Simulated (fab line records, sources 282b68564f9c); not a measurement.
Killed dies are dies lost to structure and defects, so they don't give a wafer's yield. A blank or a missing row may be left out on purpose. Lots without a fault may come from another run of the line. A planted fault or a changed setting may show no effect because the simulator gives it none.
Problem report in the 8D (eight disciplines) form, filled by code | flow rit_cmos | the parts of the form that need people (team, actions taken, sign-off) are left out

1. THE PROBLEM
dose_ions_cm2 at RIT_PSD_IMPLANT_08 reads a mean of 4.656e+15 on 6 wafers of 2 lots; wafers without a fault read 4.999e+15 with a standard deviation of 6.5e+12. That is -53 standard deviations from the usual mean.
First seen on wafer L853.2, day 6 16:56, on implanter-03. The record holds 42 wafers of 14 lots with a number at this step. Rule for "out", or "out of limits": more than 4 standard deviations from the usual mean. The other wafers with a number count as sound.

2. WHAT IT IS AND WHAT IT IS NOT
question                    | is                     | is not
which readings at this step | dose_ions_cm2          | -
which lots                  | L853, L856             | L836, L838, L841, L842, L843, L844, L849, L851, L855, L857, L858, L859
which wafers of those lots  | all that have a number | -
read on which tools         | implanter-03           | implanter-02, implanter-04
when                        | from day 6 16:56       | up to then (24 sound wafers); but 12 sound wafers of L855, L857, L858, L859 came after

3. SUSPECTS, AND WHAT RULES EACH OUT
Counting: a tool at a process step up to the reading stays a suspect if it ran every lot that is out and no sound lot after the first of them.
- implanter-03 at RIT_PSD_IMPLANT_08: kept. It ran every lot that is out, first L853 (day 6 16:56), and no sound lot after that; its last sound lot up to then is L851 (day 6 10:15). Its own readings are out on those wafers: dose_ions_cm2.
Left after counting: implanter-03 at RIT_PSD_IMPLANT_08.

4. THE CAUSE (what the simulator had put in)
Process parameter drift: implanter-03, from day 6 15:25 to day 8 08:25, at RIT_PSD_IMPLANT_08. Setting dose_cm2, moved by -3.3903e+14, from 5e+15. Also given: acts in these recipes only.
Counting left only this tool.

5. THE CHAIN OF EFFECTS, in route order
Each row: a reading whose mean over the struck wafers that have a number lies more than 3 standard deviations from the usual. Only readings for which the record gives a usual standard deviation are gone through. hours: the time from each lot's start at the first step in this table that gives one to its start at this step, as a median over the lots. sigmas: the change in usual standard deviations.
hours | step               | reading       | usual     | on struck wafers | change     | sigmas
0     | RIT_PSD_IMPLANT_08 | dose_ions_cm2 | 4.999e+15 | 4.656e+15        | -3.432e+14 | -53
The process steps in it:
- RIT_PSD_IMPLANT_08
Later measuring or inspecting steps at which every struck wafer that the step has a row for has a number for every such reading, and none has moved that far: RIT_SDANNEAL_RS_MEAS_04.

6. WHAT WOULD HAVE CAUGHT IT SOONER
In this record the first reading out of limits was taken at day 6 16:56, 2 hours after the fault began at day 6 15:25.
